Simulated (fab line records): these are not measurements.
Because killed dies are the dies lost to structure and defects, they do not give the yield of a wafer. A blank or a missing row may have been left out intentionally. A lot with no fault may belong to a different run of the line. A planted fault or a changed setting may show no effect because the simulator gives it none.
Which tool is to blame?    flow berkeley_cmos170    18 wafers from 6 lots sampled at 5 of the route's 331 steps

== WHAT THE GAUGES SHOWED, per wafer ==
UCB170_NSD_CD_MEAS_06: the cd target is 1200 nm.
lot   measured      on         cd_nm (nm)
L763  day 8 06:29   cd_sem-01  1198.5 1197.2 1196.6
L768  day 9 06:12   cd_sem-01  1215.5 1229.6 1200.2
L780  day 11 22:44  cd_sem-01  1203.0 1202.2 1202.2
L781  day 12 06:39  cd_sem-01  1200.0 1201.5 1201.3
L783  day 12 05:53  cd_sem-01  1201.3 1201.3 1200.3
L785  day 12 06:35  cd_sem-02  1200.6 1200.7 1201.0

== WHAT TOOL EACH LOT RAN ON (gives the tool, then ch and the chambers of the sampled wafers, and finally the start) ==
lot   UCB170_ZERO_STRIP_07                 UCB170_NWELL_ETCH_13               UCB170_GATE_STRIP_16                  UCB170_NSD_EXPOSE_03
L763  plasma_asher-01 ch 0,1, day 2 05:22  rie_diel-01 ch 0,2,3, day 2 21:20  plasma_asher-01 ch 0,1, day 7 17:02   krf_scanner-01 ch 0, day 8 05:26
L768  plasma_asher-01 ch 0,1, day 3 01:22  rie_diel-04 ch 0,2,3, day 3 14:31  plasma_asher-02 ch 0,1, day 8 17:35   krf_scanner-01 ch 0, day 9 05:25
L780  plasma_asher-03 ch 0,1, day 5 13:04  rie_diel-01 ch 1,3, day 6 12:17    plasma_asher-01 ch 0,1, day 11 08:31  krf_scanner-02 ch 0, day 11 22:21
L781  plasma_asher-04 ch 0,1, day 6 02:08  rie_diel-04 ch 0,1,3, day 6 19:22  plasma_asher-04 ch 0,1, day 11 13:07  krf_scanner-02 ch 0, day 12 06:05
L783  plasma_asher-03 ch 0,1, day 6 11:00  rie_diel-01 ch 0,1,3, day 7 00:51  plasma_asher-02 ch 1, day 11 12:48    krf_scanner-02 ch 0, day 12 05:29
L785  plasma_asher-04 ch 0,1, day 6 19:09  rie_diel-01 ch 0,1,2, day 7 12:56  plasma_asher-01 ch 0,1, day 11 19:39  krf_scanner-02 ch 0, day 12 05:52
- UCB170_ZERO_STRIP_07: strips in O2.
- UCB170_NWELL_ETCH_13: etches Si3N4 in CH3F/Ar/O2, stops on SiO2, target depth 246.4 nm, time 154 s.
- UCB170_GATE_STRIP_16: strips in O2.
- UCB170_NSD_EXPOSE_03: exposes mask NSELECT MOD, target cd 1200 nm.

== THE ANSWER, worked out from the rows above alone ==
Rule: the usual values come from the lots themselves. The widest of any qualifying gaps counts: lots, ordered by their means at a reading, are off when they make up no more than a third of the lots, leave a main group of 4 or more, and stand apart from it by 3 or more times the standard deviation of that group's means. A main group is skipped when, at the precision printed for the reading in the tables above, its means are all equal. A lot without any number at a reading at which 4 lots or more have one is off too. Where the step has rows for the other lots, those lots are counted as sound.
Off: L768, at UCB170_NSD_CD_MEAS_06 (cd_nm). The main group: mean 1200.5 nm, standard deviation 1.7.
A tool fits if, at a process step before that reading, it ran every lot that is off, and no sound lot after the first of them. Gauges at UCB170_NSD_CD_MEAS_06: tried the same way as those tools. Undecided on this evidence; 2 tools fit (plasma_asher-01 at UCB170_ZERO_STRIP_07, krf_scanner-01 at UCB170_NSD_EXPOSE_03).

== WHAT THE SIMULATOR HAD PUT IN ==
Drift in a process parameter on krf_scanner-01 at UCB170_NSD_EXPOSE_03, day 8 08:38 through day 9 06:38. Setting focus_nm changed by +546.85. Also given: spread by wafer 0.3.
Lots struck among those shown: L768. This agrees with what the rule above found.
